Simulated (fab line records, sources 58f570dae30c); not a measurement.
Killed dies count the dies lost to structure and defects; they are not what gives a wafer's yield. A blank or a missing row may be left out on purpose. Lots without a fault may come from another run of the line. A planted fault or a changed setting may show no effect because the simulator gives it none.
Which tool did it? :: flow berkeley_cmos170 :: 14 lots (42 wafers sampled), 1 step of a 331-step route

WHAT THE GAUGES SHOWED, per wafer
Not one reading of a measure or inspect step in the record can be checked against a usual standard deviation.

EACH LOT AND THE TOOL THAT RAN IT (in order: tool; ch and the chambers of the sampled wafers; start)
lot: L394
UCB170_CONTACT_STRIP_19: plasma_asher-02 ch 0,1, day 7 00:23

lot: L395
UCB170_CONTACT_STRIP_19: plasma_asher-03 ch 0,1, day 7 00:26

lot: L398
UCB170_CONTACT_STRIP_19: plasma_asher-03 ch 0,1, day 7 18:50

lot: L399
UCB170_CONTACT_STRIP_19: plasma_asher-02 ch 0,1, day 7 18:58

lot: L397
UCB170_CONTACT_STRIP_19: plasma_asher-03 ch 0,1, day 7 20:30

lot: L406
UCB170_CONTACT_STRIP_19: plasma_asher-02 ch 0,1, day 9 08:23

lot: L407
UCB170_CONTACT_STRIP_19: plasma_asher-02 ch 0,1, day 9 23:39

lot: L409
UCB170_CONTACT_STRIP_19: plasma_asher-01 ch 0,1, day 10 00:48

lot: L411
UCB170_CONTACT_STRIP_19: plasma_asher-03 ch 0,1, day 10 21:35

lot: L412
UCB170_CONTACT_STRIP_19: plasma_asher-02 ch 0,1, day 10 22:17

lot: L413
UCB170_CONTACT_STRIP_19: plasma_asher-03 ch 0,1, day 11 07:23

lot: L414
UCB170_CONTACT_STRIP_19: plasma_asher-03 ch 0,1, day 11 18:51

lot: L416
UCB170_CONTACT_STRIP_19: plasma_asher-03 ch 0,1, day 12 03:20

lot: L417
UCB170_CONTACT_STRIP_19: plasma_asher-02 ch 0,1, day 12 17:50
- UCB170_CONTACT_STRIP_19: strips in O2.

AS READ BY THE TOOLS THEMSELVES (means over the sampled wafers that have a number; for cases with no such wafer, the mark the record gives instead)
UCB170_CONTACT_STRIP_19. Usual: drypump_motor_current_A 5.4 A, standard deviation 0.39; oes_product_au 0.726 a.u., standard deviation 0.0043.
lot: L394
tool: plasma_asher-02
drypump_motor_current_A (A): 5.4
oes_product_au (a.u.): 0.724
flag: 

lot: L395
tool: plasma_asher-03
drypump_motor_current_A (A): 5.2
oes_product_au (a.u.): 0.730
flag: 

lot: L398
tool: plasma_asher-03
drypump_motor_current_A (A): 5.2
oes_product_au (a.u.): 0.644
flag: OFF

lot: L399
tool: plasma_asher-02
drypump_motor_current_A (A): 5.4
oes_product_au (a.u.): 0.719
flag: 

lot: L397
tool: plasma_asher-03
drypump_motor_current_A (A): 5.2
oes_product_au (a.u.): 0.645
flag: OFF

lot: L406
tool: plasma_asher-02
drypump_motor_current_A (A): 5.4
oes_product_au (a.u.): 0.733
flag: 

lot: L407
tool: plasma_asher-02
drypump_motor_current_A (A): 5.4
oes_product_au (a.u.): 0.722
flag: 

lot: L409
tool: plasma_asher-01
drypump_motor_current_A (A): 6.2
oes_product_au (a.u.): 0.727
flag: 

lot: L411
tool: plasma_asher-03
drypump_motor_current_A (A): 5.2
oes_product_au (a.u.): 0.725
flag: 

lot: L412
tool: plasma_asher-02
drypump_motor_current_A (A): 5.4
oes_product_au (a.u.): 0.725
flag: 

lot: L413
tool: plasma_asher-03
drypump_motor_current_A (A): 5.2
oes_product_au (a.u.): 0.730
flag: 

lot: L414
tool: plasma_asher-03
drypump_motor_current_A (A): 5.3
oes_product_au (a.u.): 0.729
flag: 

lot: L416
tool: plasma_asher-03
drypump_motor_current_A (A): 5.2
oes_product_au (a.u.): 0.728
flag: 

lot: L417
tool: plasma_asher-02
drypump_motor_current_A (A): 5.5
oes_product_au (a.u.): 0.724
flag: 

THE ANSWER, worked out from the rows above alone
Rule: take the mean of a lot's wafers that have a number; if it is more than 3 standard deviations from the usual mean, the lot is off. Also off: a lot with no number at a reading for which 4 or more lots have one. All remaining lots with rows at the step are treated as sound. Order of review: gauges by route order, followed by the tools' own readings, for which a lot's mean as printed above is used. At the first step where some lot is off, the reading lying furthest off is the one used; lots without a number count as furthest.
Off at UCB170_CONTACT_STRIP_19 (oes_product_au): L398, L397.
If a tool, at that step or one of the process steps before it, ran each lot that is off and ran no sound lot following the first of them, it fits. No candidate that was tried fits.

WHAT THE SIMULATOR HAD PUT IN
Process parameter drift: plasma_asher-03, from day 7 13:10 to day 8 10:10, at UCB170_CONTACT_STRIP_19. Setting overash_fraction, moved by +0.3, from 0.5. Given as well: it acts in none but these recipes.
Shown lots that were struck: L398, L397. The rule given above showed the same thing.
